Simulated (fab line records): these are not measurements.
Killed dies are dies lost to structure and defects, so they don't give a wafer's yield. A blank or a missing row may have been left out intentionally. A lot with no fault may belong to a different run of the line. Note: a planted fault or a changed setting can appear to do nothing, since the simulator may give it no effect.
fab line records	flow berkeleyCmos170
record: lots: 5	wafers: 23
route steps=331 shown START@3 NWELL@28 PWELL@42 FIELD@90 NVT@105 PVT@117 GATE@125 PSD@176
startH: start of the lot's first displayed wafer, in hours after the record's first day	waitH: time in hours since the lot's previous step	" as in the row above	L1.1+2: a row that stands for several wafers	- no value, or no start given	* or withheld: withheld	< > ~ a bound
route shown NAME@n: NAME is a module with steps in the file, n the number in the route of the first one	usual: mean/standard deviation taken from wafers without a fault	same: alike in all rows	chamber/n: place in a boat	sites: the reading at each site	_std_site: the standard deviation of these	_edge_site: inner sites' mean taken away from outer sites' mean	radiusMm: how far each site lies from the wafer's centre	mask NAME#n: copy n	behind: the last tool/chamber to shape the wafer	hold: what put the lot on hold/how long, in hours/how the hold closed	device: the n, p or np transistor that did not switch	end of line: tests run on the same wafers once the route is complete	for a step that has no rows: nothing shown but its recipe	killed: not the wafer's yield, but the dies lost to structure and defects at the first sort	map: per-die view of a wafer (x killed, . not killed, _ where there is no die)
set.NAME: setting as actually run; set.NAME@STEP: the setting as run at that earlier step	model.NAME: the simulator's own value behind a step, which no gauge read
lots where settings were altered on purpose, with a table for each step and a row for each wafer
== steps ==
step: UCB170_START_OXIDATION_02
recipe: tempC: 950	ambient: O2	targetThkA: 200	oxTimeS: 1800
lot.wafer	tool	chamber	startH	waitH	set.tempC	model.SiO2_of_START_OXIDATION_02.thkNm
L075.1+6	furnace-02	0	19.59	4.4	950	19.66
L075.4	"	0	"	"	950	19.6
L076.1	-	-	-	4.0	970.8	24.68
L076.2	"	-	"	"	970.8	24.89
L076.3	"	-	"	"	970.8	24.82
L076.5	"	-	"	"	970.8	24.75
L076.6	"	-	"	"	970.8	24.59
L077.1	-	-	-	0.4	932	16.34
L077.3	"	-	"	"	932	16.73
L077.4	"	-	"	"	932	16.48
L077.5	"	-	"	"	932	16.19
L077.6	"	-	"	"	932	16.42
L083.1	-	-	-	4.5	963.6	23.96
L083.2	"	-	"	"	963.6	24.12
L083.3	"	-	"	"	963.6	23.63
L083.4	"	-	"	"	963.6	24.08
L083.5	"	-	"	"	963.6	23.59
L084.1	-	-	-	5.7	950	19.44
L084.2	"	-	"	"	950	19.85
L084.3+6	"	-	"	"	950	19.69
L084.4	"	-	"	"	950	19.67
step: UCB170_START_THK_MEAS_03
recipe: reads: SiO2_of_START_OXIDATION_02
usual: START_OXIDE_THK: 20.0/0.49
lot.wafer	tool	chamber	startH	waitH	set.tempC@START_OXIDATION_02	START_OXIDE_THK[nm]
L075.1	filmMetro-02	-	21.09	0.0	950	19.6
L075.4	"	-	"	"	950	19.6
L075.6	"	-	"	"	950	19.6
L076.1	filmMetro-02	-	-	-	970.8	24.7
L076.2	"	-	"	"	970.8	24.9
L076.3	"	-	"	"	970.8	24.9
L076.5	"	-	"	"	970.8	24.8
L076.6	"	-	"	"	970.8	24.6
L077.1	filmMetro-04	-	-	-	932	16.3
L077.3	"	-	"	"	932	16.7
L077.4	"	-	"	"	932	16.5
L077.5	"	-	"	"	932	16.2
L077.6	"	-	"	"	932	16.4
L083.1	filmMetro-01	-	-	-	963.6	24.0
L083.2	"	-	"	"	963.6	24.1
L083.3	"	-	"	"	963.6	23.7
L083.4	"	-	"	"	963.6	24.1
L083.5	"	-	"	"	963.6	23.6
L084.1	filmMetro-01	-	-	-	950	19.5
L084.2	"	-	"	"	950	19.8
L084.3	"	-	"	"	950	19.8
L084.4	"	-	"	"	950	19.7
L084.6	"	-	"	"	950	19.8
step: UCB170_NWELL_IMPLANT_14
recipe: species: P	doseCm2: 1e+13	energyKev: 150	tiltDeg: 7
lot.wafer	tool	chamber	startH	waitH	set.doseCm2
L076.1+2	implanter-01	0	46.05	0.1	1e+13
L076.3+5+6	"	0	"	"	1.052e+13
L075.1+4+6	implanter-04	0	46.21	0.1	1e+13
L077.1+3+4	implanter-02	0	46.40	0.1	1.075e+13
L077.5+6	"	0	"	"	1e+13
L083.1+3+4	implanter-02	0	84.90	0.1	1.061e+13
L083.2+5	"	0	"	"	1e+13
L084.1+2+3+4+6	implanter-04	0	85.18	0.1	1e+13
step: UCB170_NWELL_STRIP_15
recipe: chemistry: O2	powerW: 400	pressureMtorr: 3500	platenTempC: withheld	o2FlowSccm: 400	overashFraction: 0.5
step: UCB170_NWELL_TW_MEAS_16
usual: NWELL_TW: 1243/9.9
lot.wafer	tool	chamber	startH	waitH	set.doseCm2@NWELL_IMPLANT_14	NWELL_TW
L076.1	filmMetro-03	-	46.30	0.1	1e+13	1229
L076.2	"	-	"	"	1e+13	1231
L076.3	"	-	"	"	1.052e+13	1255
L076.5	"	-	"	"	1.052e+13	1249
L076.6	"	-	"	"	1.052e+13	1249
L075.1	filmMetro-02	-	46.46	0.1	1e+13	1245
L075.4	"	-	"	"	1e+13	1254
L075.6	"	-	"	"	1e+13	1256
L077.1	filmMetro-03	-	46.65	0.1	1.075e+13	1263
L077.3	"	-	"	"	1.075e+13	1264
L077.4	"	-	"	"	1.075e+13	1264
L077.5	"	-	"	"	1e+13	1235
L077.6	"	-	"	"	1e+13	1237
L083.1	filmMetro-04	-	85.15	0.1	1.061e+13	1269
L083.2	"	-	"	"	1e+13	1241
L083.3	"	-	"	"	1.061e+13	1258
L083.4	"	-	"	"	1.061e+13	1273
L083.5	"	-	"	"	1e+13	1238
L084.1	filmMetro-02	-	85.43	0.1	1e+13	1253
L084.2	"	-	"	"	1e+13	1251
L084.3	"	-	"	"	1e+13	1250
L084.4	"	-	"	"	1e+13	1255
L084.6	"	-	"	"	1e+13	1258
step: UCB170_PWELL_COAT_08
recipe: resist: KrF	spinRpm: 1500	resistThkNm: 900
lot.wafer	tool	chamber	startH	waitH	set.resistThkNm	model.KrF_of_PWELL_COAT_08.thkNm
L075.1	lithoTrack-02	0	67.97	0.1	900	899.2
L075.4	"	0	"	"	900	896
L075.6	"	0	"	"	900	897.3
L076.1	lithoTrack-03	0	68.02	0.1	900	898.2
L076.2	"	0	"	"	900	895.7
L076.3	"	0	"	"	937.7	937
L076.5	"	0	"	"	937.7	931.9
L076.6	"	0	"	"	900	896
L077.1	lithoTrack-01	0	68.20	0.1	900	898.4
L077.3	"	0	"	"	900	895
L077.4+6	"	0	"	"	869.5	869.7
L077.5	"	0	"	"	869.5	870.1
L083.1	lithoTrack-01	0	109.00	0.1	900	903.5
L083.2	"	0	"	"	900	907.9
L083.3	"	0	"	"	900	901.4
L083.4	"	0	"	"	900	902.3
L083.5	"	0	"	"	900	904.8
L084.1	lithoTrack-03	0	109.19	0.1	900	899.9
L084.2	"	0	"	"	925.5	928.8
L084.3	"	0	"	"	900	900.6
L084.4	"	0	"	"	900	900.5
L084.6	"	0	"	"	925.5	925.2
step: UCB170_PWELL_ETCH_14
recipe: chemistry: CH3F/Ar/O2	target: Si3N4	stopOn: SiO2	CH3F_flow_sccm: 20	Ar_flow_sccm: 50	O2_flow_sccm: 7	pressureMtorr: 50	rfW: 450	targetDepthA: 2420	overEtchFrac: 0.1	timeS: 151
lot.wafer	tool	chamber	startH	waitH	set.overEtchFrac	set.resistThkNm@PWELL_COAT_08	model.KrF_of_PWELL_COAT_08.thkNm
L075.1	rieDiel-04	2	69.26	0.0	0.1	900	727.1
L075.4	"	3	"	"	0.1	900	720.8
L075.6	"	0	"	"	0.1	900	718.5
L076.1	rieDiel-01	0	69.48	0.0	0.1	900	718.8
L076.2	"	3	"	"	0.1121	900	717.1
L076.3	"	2	"	"	0.1121	937.7	758.3
L076.5	"	3	"	"	0.1	937.7	755.5
L076.6	"	2	"	"	0.1	900	719.4
L077.1	rieDiel-03	3	69.53	0.0	0.1	900	723.2
L077.3	"	2	"	"	0.1096	900	716.8
L077.4	"	1	"	"	0.1096	869.5	691.5
L077.5	"	3	"	"	0.1	869.5	694.1
L077.6	"	0	"	"	0.1	869.5	693.1
L083.1	rieDiel-04	0	109.85	0.0	0.1183	900	725.1
L083.2	"	1	"	"	0.1	900	732.5
L083.3	"	2	"	"	0.1	900	727.8
L083.4	"	3	"	"	0.1183	900	726.4
L083.5	"	0	"	"	0.1183	900	725.4
L084.1	rieDiel-04	0	110.21	0.0	0.1	900	722.2
L084.2	"	3	"	"	0.1	925.5	755.3
L084.3	"	2	"	"	0.1	900	729.2
L084.4	"	1	"	"	0.1	900	725.1
L084.6	"	2	"	"	0.1	925.5	753.6
step: UCB170_PWELL_IMPLANT_15
recipe: species: B	doseCm2: 4.916e+12	energyKev: 60	tiltDeg: 7
step: UCB170_PWELL_STRIP_16
recipe: chemistry: O2	powerW: 400	pressureMtorr: 3500	platenTempC: withheld	o2FlowSccm: 400	overashFraction: 0.5
usual: stripTimeToEndpointS: 18.08/0.081
lot.wafer	tool	chamber	startH	waitH	set.resistThkNm@PWELL_COAT_08	stripTimeToEndpointS
L075.1	plasmaAsher-04	0	69.51	0.1	900	18.15
L075.4	"	1	"	"	900	18.01
L075.6	"	0	"	"	900	17.95
L076.1	plasmaAsher-02	1	69.74	0.1	900	17.96
L076.2	"	0	"	"	900	17.92
L076.3	"	0	"	"	937.7	18.89
L076.5	"	1	"	"	937.7	18.81
L076.6	"	0	"	"	900	17.96
L077.1	plasmaAsher-03	1	69.78	0.1	900	18.06
L077.3	"	1	"	"	900	17.91
L077.4	"	0	"	"	869.5	17.31
L077.5	"	1	"	"	869.5	17.36
L077.6	"	0	"	"	869.5	17.34
L083.1	plasmaAsher-03	1	110.10	0.1	900	18.10
L083.2	"	0	"	"	900	18.28
L083.3	"	0	"	"	900	18.16
L083.4	"	1	"	"	900	18.12
L083.5	"	0	"	"	900	18.11
L084.1	plasmaAsher-04	0	110.46	0.1	900	18.02
L084.2	"	1	"	"	925.5	18.82
L084.3	"	0	"	"	900	18.18
L084.4	"	1	"	"	900	18.10
L084.6	"	1	"	"	925.5	18.78
step: UCB170_FIELD_OXIDATION_01
recipe: tempC: 1000	ambient: H2O	pH2oTorr: 584.62	targetThkA: 5583	oxTimeS: 7200
lot.wafer	tool	chamber	startH	waitH	set.tempC	model.SiO2_of_FIELD_OXIDATION_01.thkNm
L075.1	furnace-02	0	124.62	7.7	1000	586.2
L075.4	"	0	"	"	1000	583.9
L075.6	"	0	"	"	1000	579.1
L076.1	-	-	-	7.9	1013	621.5
L076.2	"	-	"	"	1013	620.7
L076.3	"	-	"	"	1013	617.8
L076.5	"	-	"	"	1013	625.4
L076.6	"	-	"	"	1013	634.1
L077.1	-	-	-	8.2	1011	614.6
L077.3	"	-	"	"	1011	611.5
L077.4	"	-	"	"	1011	599.2
L077.5	"	-	"	"	1011	613
L077.6	"	-	"	"	1011	619.3
L083.1	-	-	-	5.2	1000	563.9
L083.2	"	-	"	"	1000	556.7
L083.3	"	-	"	"	1000	548
L083.4	"	-	"	"	1000	554.4
L083.5	"	-	"	"	1000	555
L084.1	-	-	-	4.9	979	484.5
L084.2	"	-	"	"	979	489.3
L084.3	"	-	"	"	979	484.7
L084.4	"	-	"	"	979	481.9
L084.6	"	-	"	"	979	482.2
step: UCB170_FIELD_THK_MEAS_02
recipe: reads: SiO2_of_FIELD_OXIDATION_01
usual: FIELD_OXIDE_THK: 566/9.7
lot.wafer	tool	chamber	startH	waitH	set.tempC@FIELD_OXIDATION_01	FIELD_OXIDE_THK[nm]
L075.1	filmMetro-03	-	127.62	0.0	1000	586
L075.4	"	-	"	"	1000	584
L075.6	"	-	"	"	1000	579
L076.1	filmMetro-02	-	-	-	1013	622
L076.2	"	-	"	"	1013	620
L076.3	"	-	"	"	1013	618
L076.5	"	-	"	"	1013	625
L076.6	"	-	"	"	1013	634
L077.1	filmMetro-01	-	-	-	1011	614
L077.3	"	-	"	"	1011	612
L077.4	"	-	"	"	1011	599
L077.5	"	-	"	"	1011	613
L077.6	"	-	"	"	1011	619
L083.1	filmMetro-01	-	-	-	1000	564
L083.2	"	-	"	"	1000	556
L083.3	"	-	"	"	1000	548
L083.4	"	-	"	"	1000	554
L083.5	"	-	"	"	1000	555
L084.1	filmMetro-03	-	-	-	979	484
L084.2	"	-	"	"	979	489
L084.3	"	-	"	"	979	485
L084.4	"	-	"	"	979	482
L084.6	"	-	"	"	979	482
step: UCB170_FIELD_ANNEAL_03
recipe: tempC: 1000	timeS: 1200	ambient: N2
step: UCB170_FIELD_WET_ETCH_04
recipe: chemistry: dHF	dilution: 10:1	target: SiO2	tempC: 25	timeS: 60
step: UCB170_FIELD_WET_ETCH_05
recipe: chemistry: H3PO4	target: Si3N4	tempC: 160	timeS: 12600
lot.wafer	tool	chamber	startH	waitH	set.tempC@FIELD_OXIDATION_01	model.SiO2_of_FIELD_OXIDATION_01.thkNm
L075.1	wetBench-03	2	136.09	0.0	1000	519.2
L075.4	"	2	"	"	1000	516.8
L075.6	"	2	"	"	1000	512.3
L076.1	wetBench-03	3	136.09	0.0	1013	555
L076.2	"	3	"	"	1013	554.3
L076.3	"	3	"	"	1013	551.5
L076.5	"	3	"	"	1013	558.8
L076.6	"	3	"	"	1013	567.7
L077.1	wetBench-03	2	136.09	0.0	1011	548.7
L077.3	"	2	"	"	1011	545.6
L077.4	"	2	"	"	1011	533.4
L077.5	"	2	"	"	1011	547.1
L077.6	"	2	"	"	1011	553.4
L083.1	wetBench-03	0	163.54	0.0	1000	497.4
L083.2	"	0	"	"	1000	490.1
L083.3	"	0	"	"	1000	481.6
L083.4	"	0	"	"	1000	488.1
L083.5	"	0	"	"	1000	488.6
L084.1	wetBench-03	2	163.54	0.0	979	417.1
L084.2	"	2	"	"	979	422.4
L084.3	"	2	"	"	979	417.5
L084.4	"	2	"	"	979	414.9
L084.6	"	2	"	"	979	415.1
step: UCB170_FIELD_WET_ETCH_06
recipe: chemistry: BOE	dilution: 5:1	target: SiO2	tempC: 25	timeS: 22
step: UCB170_FIELD_THK_MEAS_90
recipe: reads: SiO2_of_FIELD_OXIDATION_01
usual: FIELD_OXIDE_LEFT_1_THK: 449/9.9
lot.wafer	tool	chamber	startH	waitH	set.tempC@FIELD_OXIDATION_01	FIELD_OXIDE_LEFT_1_THK[nm]
L075.1	filmMetro-02	-	139.93	0.0	1000	470
L075.4	"	-	"	"	1000	467
L075.6	"	-	"	"	1000	462
L076.1	filmMetro-01	-	139.93	0.0	1013	506
L076.2	"	-	"	"	1013	504
L076.3	"	-	"	"	1013	502
L076.5	"	-	"	"	1013	509
L076.6	"	-	"	"	1013	518
L077.1	filmMetro-03	-	139.93	0.0	1011	498
L077.3	"	-	"	"	1011	496
L077.4	"	-	"	"	1011	483
L077.5	"	-	"	"	1011	497
L077.6	"	-	"	"	1011	504
L084.1	filmMetro-03	-	167.69	0.0	979	368
L084.2	"	-	"	"	979	373
L084.3	"	-	"	"	979	368
L084.4	"	-	"	"	979	365
L084.6	"	-	"	"	979	366
L083.1	filmMetro-01	-	167.71	0.1	1000	448
L083.2	"	-	"	"	1000	440
L083.3	"	-	"	"	1000	432
L083.4	"	-	"	"	1000	439
L083.5	"	-	"	"	1000	439
step: UCB170_NVT_COAT_01
recipe: resist: KrF	spinRpm: 1500	resistThkNm: 900
lot.wafer	tool	chamber	startH	waitH	set.spinRpm	model.KrF_of_NVT_COAT_01.thkNm
L076.1	lithoTrack-02	0	162.52	0.1	1401	937.5
L076.2	"	0	"	"	1401	938
L076.3	"	0	"	"	1401	934
L076.5	"	0	"	"	1500	902.3
L076.6	"	0	"	"	1500	902.4
L077.1	lithoTrack-04	0	162.56	0.1	1553	886
L077.3	"	0	"	"	1500	903
L077.4	"	0	"	"	1553	888.5
L077.5	"	0	"	"	1500	902.7
L077.6	"	0	"	"	1500	904
L075.1	lithoTrack-01	0	162.65	0.1	1500	899.9
L075.4	"	0	"	"	1500	899.4
L075.6	"	0	"	"	1500	898.7
L083.1	lithoTrack-01	0	185.33	0.1	1500	895.7
L083.2	"	0	"	"	1500	896.7
L083.3	"	0	"	"	1500	900.1
L083.4	"	0	"	"	1607	866.7
L083.5	"	0	"	"	1607	866.9
L084.1	lithoTrack-04	0	185.33	0.1	1608	864.9
L084.2	"	0	"	"	1608	866.1
L084.3	"	0	"	"	1500	898.3
L084.4	"	0	"	"	1500	900.2
L084.6	"	0	"	"	1500	899.2
step: UCB170_NVT_SOFTBAKE_02
recipe: resist: KrF	tempC: 130	timeS: 60
step: UCB170_NVT_EXPOSE_03
recipe: maskId: PWELL	targetCdNm: 3000	na: 0.5	sigmaOuter: 0.6	sourceShape: conventional	doseMj: 30.56
step: UCB170_NVT_IMPLANT_07
recipe: species: BF2	doseCm2: 3e+12	energyKev: 50	tiltDeg: 7
step: UCB170_NVT_STRIP_08
recipe: chemistry: O2	powerW: 400	pressureMtorr: 3500	platenTempC: withheld	o2FlowSccm: 400	overashFraction: 0.5
usual: stripTimeToEndpointS: 21.63/0.07
lot.wafer	tool	chamber	startH	waitH	set.spinRpm@NVT_COAT_01	stripTimeToEndpointS
L076.1	plasmaAsher-02	1	163.87	0.1	1401	22.51
L076.2	"	0	"	"	1401	22.54
L076.3	"	0	"	"	1401	22.44
L076.5	"	0	"	"	1500	21.68
L076.6	"	1	"	"	1500	21.69
L077.1	plasmaAsher-04	1	164.15	0.1	1553	21.29
L077.3	"	0	"	"	1500	21.71
L077.4	"	1	"	"	1553	21.36
L077.5	"	0	"	"	1500	21.69
L077.6	"	1	"	"	1500	21.73
L075.1	plasmaAsher-01	1	164.42	0.1	1500	21.61
L075.4	"	0	"	"	1500	21.60
L075.6	"	1	"	"	1500	21.60
L083.1	plasmaAsher-01	0	186.33	0.1	1500	21.53
L083.2	"	1	"	"	1500	21.53
L083.3	"	1	"	"	1500	21.63
L083.4	"	0	"	"	1607	20.82
L083.5	"	1	"	"	1607	20.84
L084.1	plasmaAsher-02	0	186.58	0.1	1608	20.79
L084.2	"	1	"	"	1608	20.82
L084.3	"	0	"	"	1500	21.60
L084.4	"	1	"	"	1500	21.64
L084.6	"	0	"	"	1500	21.60
step: UCB170_PVT_SOFTBAKE_02
recipe: resist: KrF	tempC: 130	timeS: 60
lot.wafer	tool	chamber	startH	waitH	set.timeS
L076.1+3	lithoTrack-02	0	164.57	0.1	62.83
L076.2+5+6	"	0	"	"	60
L077.1+3+5	lithoTrack-03	0	164.79	0.1	64.19
L077.4+6	"	0	"	"	60
L075.1+4+6	lithoTrack-01	0	165.15	0.1	60
L083.1+4	lithoTrack-02	0	186.97	0.1	66.3
L083.2+3+5	"	0	"	"	60
L084.1+2+3	lithoTrack-01	0	187.21	0.1	60
L084.4+6	"	0	"	"	68.22
step: UCB170_PVT_EXPOSE_03
recipe: maskId: NWELL	targetCdNm: 3000	na: 0.5	sigmaOuter: 0.6	sourceShape: conventional	doseMj: 30
step: UCB170_PVT_PEB_04
recipe: pebTempC: 130	pebTimeS: withheld	resist: KrF
step: UCB170_GATE_WET_ETCH_00
recipe: chemistry: dHF	dilution: 25:1	target: SiO2	tempC: 25	timeS: 200
step: UCB170_FIELD_THK_MEAS_91
recipe: reads: SiO2_of_FIELD_OXIDATION_01
usual: FIELD_OXIDE_LEFT_2_THK: 360/9.7
lot.wafer	tool	chamber	startH	waitH	set.tempC@FIELD_OXIDATION_01	FIELD_OXIDE_LEFT_2_THK[nm]
L076.1	filmMetro-03	-	167.63	0.0	1013	417
L076.2	"	-	"	"	1013	416
L076.3	"	-	"	"	1013	413
L076.5	"	-	"	"	1013	420
L076.6	"	-	"	"	1013	429
L077.1	filmMetro-02	-	167.63	0.0	1011	409
L077.3	"	-	"	"	1011	407
L077.4	"	-	"	"	1011	394
L077.5	"	-	"	"	1011	408
L077.6	"	-	"	"	1011	414
L075.1	filmMetro-01	-	167.65	0.0	1000	381
L075.4	"	-	"	"	1000	379
L075.6	"	-	"	"	1000	375
L083.1	filmMetro-02	-	188.05	0.0	1000	359
L083.2	"	-	"	"	1000	352
L083.3	"	-	"	"	1000	344
L083.4	"	-	"	"	1000	350
L083.5	"	-	"	"	1000	351
L084.1	filmMetro-01	-	188.29	0.0	979	280
L084.2	"	-	"	"	979	285
L084.3	"	-	"	"	979	280
L084.4	"	-	"	"	979	278
L084.6	"	-	"	"	979	278
step: UCB170_PSD_COAT_01
recipe: resist: KrF	spinRpm: 1500	resistThkNm: 900
lot.wafer	tool	chamber	startH	waitH	set.resistThkNm	model.KrF_of_PSD_COAT_01.thkNm
L075.1	lithoTrack-03	0	190.39	0.1	900	899.5
L075.4	"	0	"	"	900	901.1
L075.6	"	0	"	"	900	897.9
L077.1	lithoTrack-01	0	190.63	0.1	900	900.6
L077.3	"	0	"	"	900	899.2
L077.4	"	0	"	"	857	857.9
L077.5	"	0	"	"	857	856.1
L077.6	"	0	"	"	857	859.4
L076.1+3	lithoTrack-02	0	190.74	0.1	900	896.2
L076.2	"	0	"	"	900	897.5
L076.5	"	0	"	"	900	895.5
L076.6	"	0	"	"	900	897.8
L084.1	lithoTrack-01	0	211.41	0.1	947.3	944.9
L084.2	"	0	"	"	947.3	950.2
L084.3	"	0	"	"	900	902.1
L084.4	"	0	"	"	947.3	946.8
L084.6	"	0	"	"	900	902.7
L083.1	lithoTrack-03	0	211.65	0.1	865	867.7
L083.2	"	0	"	"	900	903.9
L083.3	"	0	"	"	865	869.1
L083.4	"	0	"	"	900	905.1
L083.5	"	0	"	"	900	905.2
== key ==
split: step: UCB170_START_OXIDATION_02	setting: tempC	stated: 950	by: lot
response: step: UCB170_START_OXIDATION_02	reading: model.SiO2_of_START_OXIDATION_02.thkNm	change: +2.15	per: 1%	r: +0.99
response: step: UCB170_START_THK_MEAS_03	reading: START_OXIDE_THK	change: +2.16	per: 1%	r: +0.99
split: step: UCB170_NWELL_IMPLANT_14	setting: doseCm2	stated: 1e+13	by: wafer
response: step: UCB170_NWELL_TW_MEAS_16	reading: NWELL_TW	change: +3.97	per: 1%	r: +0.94
split: step: UCB170_PWELL_COAT_08	setting: resistThkNm	stated: 900	by: wafer
response: step: UCB170_PWELL_COAT_08	reading: model.KrF_of_PWELL_COAT_08.thkNm	change: +8.77	per: 1%	r: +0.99
response: step: UCB170_PWELL_ETCH_14	reading: model.KrF_of_PWELL_COAT_08.thkNm	change: +9.04	per: 1%	r: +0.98
response: step: UCB170_PWELL_STRIP_16	reading: stripTimeToEndpointS	change: *	per: 1%	r: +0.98
split: step: UCB170_PWELL_ETCH_14	setting: overEtchFrac	stated: 0.1	by: wafer
response none clear
split: step: UCB170_FIELD_OXIDATION_01	setting: tempC	stated: 1000	by: lot
response: step: UCB170_FIELD_OXIDATION_01	reading: model.SiO2_of_FIELD_OXIDATION_01.thkNm	change: +40.5	per: 1%	r: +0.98
response: step: UCB170_FIELD_THK_MEAS_02	reading: FIELD_OXIDE_THK	change: +40.5	per: 1%	r: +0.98
response: step: UCB170_FIELD_WET_ETCH_05	reading: model.SiO2_of_FIELD_OXIDATION_01.thkNm	change: +40.8	per: 1%	r: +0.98
response: step: UCB170_FIELD_THK_MEAS_90	reading: FIELD_OXIDE_LEFT_1_THK	change: +40.6	per: 1%	r: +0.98
response: step: UCB170_FIELD_THK_MEAS_91	reading: FIELD_OXIDE_LEFT_2_THK	change: +40.2	per: 1%	r: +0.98
split: step: UCB170_NVT_COAT_01	setting: spinRpm	stated: 1500	by: wafer
response: step: UCB170_NVT_COAT_01	reading: model.KrF_of_NVT_COAT_01.thkNm	change: -4.69	per: 1%	r: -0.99
response: step: UCB170_NVT_STRIP_08	reading: stripTimeToEndpointS	change: *	per: 1%	r: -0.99
split: step: UCB170_PVT_SOFTBAKE_02	setting: timeS	stated: 60	by: wafer
response none clear
split: step: UCB170_PSD_COAT_01	setting: resistThkNm	stated: 900	by: wafer
response: step: UCB170_PSD_COAT_01	reading: model.KrF_of_PSD_COAT_01.thkNm	change: +8.82	per: 1%	r: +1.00
